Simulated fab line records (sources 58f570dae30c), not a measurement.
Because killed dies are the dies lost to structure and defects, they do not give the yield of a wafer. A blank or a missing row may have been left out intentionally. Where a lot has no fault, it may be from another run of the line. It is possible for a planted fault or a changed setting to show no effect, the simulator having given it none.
A struck lot beside a sound one / flow berkeley cmos170 / 23 out of 331 route steps
Sound: the wafers L114.2, L114.3, L114.5. Struck: wafers L116.2, L116.3, L116.6. Last of all comes the cause.
Order at every step that has rows: each side's tool, ch and its chambers, its first start. Under that, the readings that differ: sound wafers / struck wafers / difference of the means / sigmas: that difference in standard deviations of wafers without a fault.
alike: readings whose means differ by less than 2 such deviations, and words and numbers that are the same on both sides. not compared: withheld readings, readings that some wafer has no value for, bounds like >300 that may hide the same value, and numbers for which the record gives no deviation and whose values overlap.
Wherever a step has rows on one side only, a row that says differs or no value, or a row with sigmas, the two part there. Numbers that have no deviation but don't overlap get no sigmas and don't part them. A reading missing from all wafers of one side parts the sides only when that side holds two or more wafers.

first, 4 steps without rows for these wafers: UCB170_PLDD_SOFTBAKE_02 (time 60 s); UCB170_PLDD_EXPOSE_03 (exposes mask PSELECT, target cd 1200 nm); UCB170_PLDD_PEB_04; UCB170_PLDD_DEVELOP_05 (develop time 45 s).
UCB170_PLDD_CD_MEAS_06 targets a cd of 1200 nm.
  sound on cd sem-01 at day 8 10:52; struck on cd sem-02 at day 9 15:07
  alike: cd nm
UCB170_PLDD_OVL_MEAS_07:
  sound on overlay-01 at day 8 10:59; struck on overlay-01 at day 9 15:13
  alike: PLDD_OVL
then, 2 steps without rows for these wafers: UCB170_PLDD_IMPLANT_08; UCB170_PLDD_IMPLANT_09.
UCB170_PLDD_STRIP_10: strips in O2.
  sound on plasma asher-02 ch 0, day 8 11:19; struck on plasma asher-04 ch 0,1, day 9 15:33
  alike: chamber pressure mTorr, drypump motor current A, oes product au, strip time to endpoint s
  not compared: rf hours counter h
UCB170_PLDD_TW_MEAS_11:
  sound on film metro-03 at day 8 11:25; struck on film metro-03 at day 9 15:40
  alike: PLDD_TW
then, 2 steps without rows for these wafers: UCB170_PLDD_CLEAN_12 (cleans in SPM, time 600 s); UCB170_NLDD_HMDS_00 (prime time 60 s).
UCB170_NLDD_COAT_01: resist thk 900 nm.
  sound on litho track-01 ch 0, day 8 12:14; struck on litho track-04 ch 0, day 9 16:35
reading=model.KrF_of_NLDD_COAT_01.thk nm (nm); sound=898.9 902.4 902.1; struck=854.9 853 852.9; difference=-47.5; sigmas=
then, 3 steps without rows for these wafers: UCB170_NLDD_SOFTBAKE_02 (time 60 s); UCB170_NLDD_EXPOSE_03 (exposes mask NSELECT, target cd 1200 nm); UCB170_NLDD_PEB_04.
UCB170_NLDD_DEVELOP_05: develop time 45 s.
  sound: litho track-04 ch 0; struck: litho track-03 ch 0
reading=model.KrF_of_NLDD_COAT_01.thk nm (nm); sound=884.7 888.2 887.8; struck=840.7 838.8 838.7; difference=-47.5; sigmas=
UCB170_NLDD_CD_MEAS_06 targets a cd of 1200 nm.
  sound on cd sem-01 at day 8 13:11; struck on cd sem-01 at day 9 18:01
  alike: cd nm
UCB170_NLDD_OVL_MEAS_07:
  sound on overlay-02 at day 8 13:17; struck on overlay-01 at day 9 18:07
  alike: NLDD_OVL
then, 2 steps without rows for these wafers: UCB170_NLDD_IMPLANT_08; UCB170_NLDD_IMPLANT_09.
UCB170_NLDD_STRIP_10: strips in O2.
  sound on plasma asher-03 ch 1, day 8 13:37; struck on plasma asher-03 ch 1, day 9 18:27
reading=strip time to endpoint s (s); sound=21.59 21.68 21.68; struck=20.54 20.50 20.50; difference=-1.14; sigmas=-19
  alike: chamber pressure mTorr, drypump motor current A, oes product au
  not compared: rf hours counter h
UCB170_NLDD_TW_MEAS_11:
  sound on film metro-04 at day 8 13:44; struck on film metro-04 at day 9 18:34
  alike: NLDD_TW

== WHERE THEY PART ==
Only at UCB170_NLDD_STRIP_10, within this record. Later steps at which nothing parts them and some readings are alike: UCB170_NLDD_TW_MEAS_11.

WHY: what had been put in by the simulator
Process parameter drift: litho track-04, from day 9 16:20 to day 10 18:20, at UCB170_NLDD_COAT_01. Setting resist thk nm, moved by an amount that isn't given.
